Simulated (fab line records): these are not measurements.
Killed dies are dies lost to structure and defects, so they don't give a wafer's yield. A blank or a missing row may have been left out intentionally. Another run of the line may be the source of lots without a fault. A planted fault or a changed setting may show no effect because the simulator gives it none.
Code-filled problem report in 8D (eight disciplines) form || flow ritCmos || the parts of the form that need people (team, actions taken, sign-off) are left out

## 1. WHAT IS WRONG
M1_AL_RS at RIT_M1_RS_MEAS_01 reads a mean of 0.0799 ohm/sq on 2 wafers of 1 lot; wafers without a fault read 0.0732 ohm/sq with a standard deviation of 0.00065. Relative to the usual mean, that is a shift of +10 standard deviations.
The step: measures by four-point-probe.
First seen on wafer L620.4, day 5 15:30, on filmMetro-03. The record has a number at this step for 36 wafers belonging to 12 lots. Rule for "out", or "out of limits": more than 4 standard deviations from the usual mean. The rest of the wafers with a number are treated as sound.

## 2. WHAT IT IS, AND WHAT IT ISN'T
{"question": "which readings at this step", "is": "M1_AL_RS", "is not": "-"}
{"question": "which lots", "is": "L620", "is not": "L609, L610, L611, L612, L613, L623, L625, L627, L629, L630, L632"}
{"question": "which wafers of those lots", "is": "L620.4, L620.6", "is not": "L620.1"}
{"question": "read on which gauges", "is": "filmMetro-03", "is not": "filmMetro-02, filmMetro-04"}
{"question": "when", "is": "from day 5 15:30", "is not": "up to then (16 sound wafers); but 18 sound wafers of L623, L625, L627, L629, L630, L632 came after"}

## 3. THE SUSPECTS, EACH WITH WHAT RULES IT OUT
Counting: a tool at a process step up to the reading stays a suspect if it ran every lot that is out. Sound lots after the first of them don't rule it out here, since some wafers of a struck lot are sound.
- the gauge at RIT_M1_RS_MEAS_01 has been ruled out. All the wafers that are out were read on filmMetro-03, but those of them that RIT_M1_METAL_ETCH_12 has rows for are out there too, on other tools.
- pvdSputter-01 at RIT_M1_SPUTTER_00 (material Al, target thk 400 nm, time 500 s): kept. It ran the lot that is out, L620 (day 5 15:13); its last sound lot up to then is L612 (day 4 00:20).
After counting, what remains is pvdSputter-01 at RIT_M1_SPUTTER_00.

## 4. THE CAUSE (what the simulator had put in)
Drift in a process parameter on pvdSputter-01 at RIT_M1_SPUTTER_00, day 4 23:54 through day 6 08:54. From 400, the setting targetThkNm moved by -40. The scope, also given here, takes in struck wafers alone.
The count eliminated every tool but this one.

## 5. THE EFFECT CHAIN, in route order
Each row: a reading where the mean over the struck wafers with a number is more than 3 standard deviations away from the usual. Only readings for which the record gives a usual standard deviation are gone through. hours: the time from each lot's start at the first step in this table that gives one to its start at this step, as a median over the lots. sigmas: the change in usual standard deviations.
{"hours": 0, "step": "RIT_M1_RS_MEAS_01", "reading": "M1_AL_RS", "usual": "0.0732 ohm/sq", "on struck wafers": 0.0799, "change": "+0.0067", "sigmas": "+10"}
{"hours": 0, "step": "RIT_M1_THK_MEAS_02", "reading": "M1_AL_THK", "usual": "401 nm", "on struck wafers": 366, "change": -35, "sigmas": -8.8}
{"hours": 2, "step": "RIT_M1_METAL_ETCH_12", "reading": "oesProductAu", "usual": "0.790 a.u.", "on struck wafers": 0.745, "change": -0.045, "sigmas": -4.5}
Process steps it contains:
- RIT_M1_METAL_ETCH_12: etches Al in Cl2/BCl3, stops on SiO2, time 165 s, target depth 600 nm.
Later steps that measure or inspect, where all struck wafers having a row at the step show a number for every such reading and not one has moved that far: RIT_M1_BOW_MEAS_16.

## 6. WHAT WOULD HAVE CAUGHT IT SOONER
In this record the first reading out of limits at a measuring or inspecting step was taken at day 5 15:30, 16 hours after the fault began at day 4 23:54.
An alarm limit of 4 standard deviations would not have fired on the tool readings at RIT_M1_SPUTTER_00 for which the record gives a usual standard deviation, since none of them was out on any struck wafer.
Each of the lots that are out, 1 in all, had begun RIT_M1_SPUTTER_00 on pvdSputter-01 no later than day 5 15:30. A hold on the tool at that time would have spared none of them.
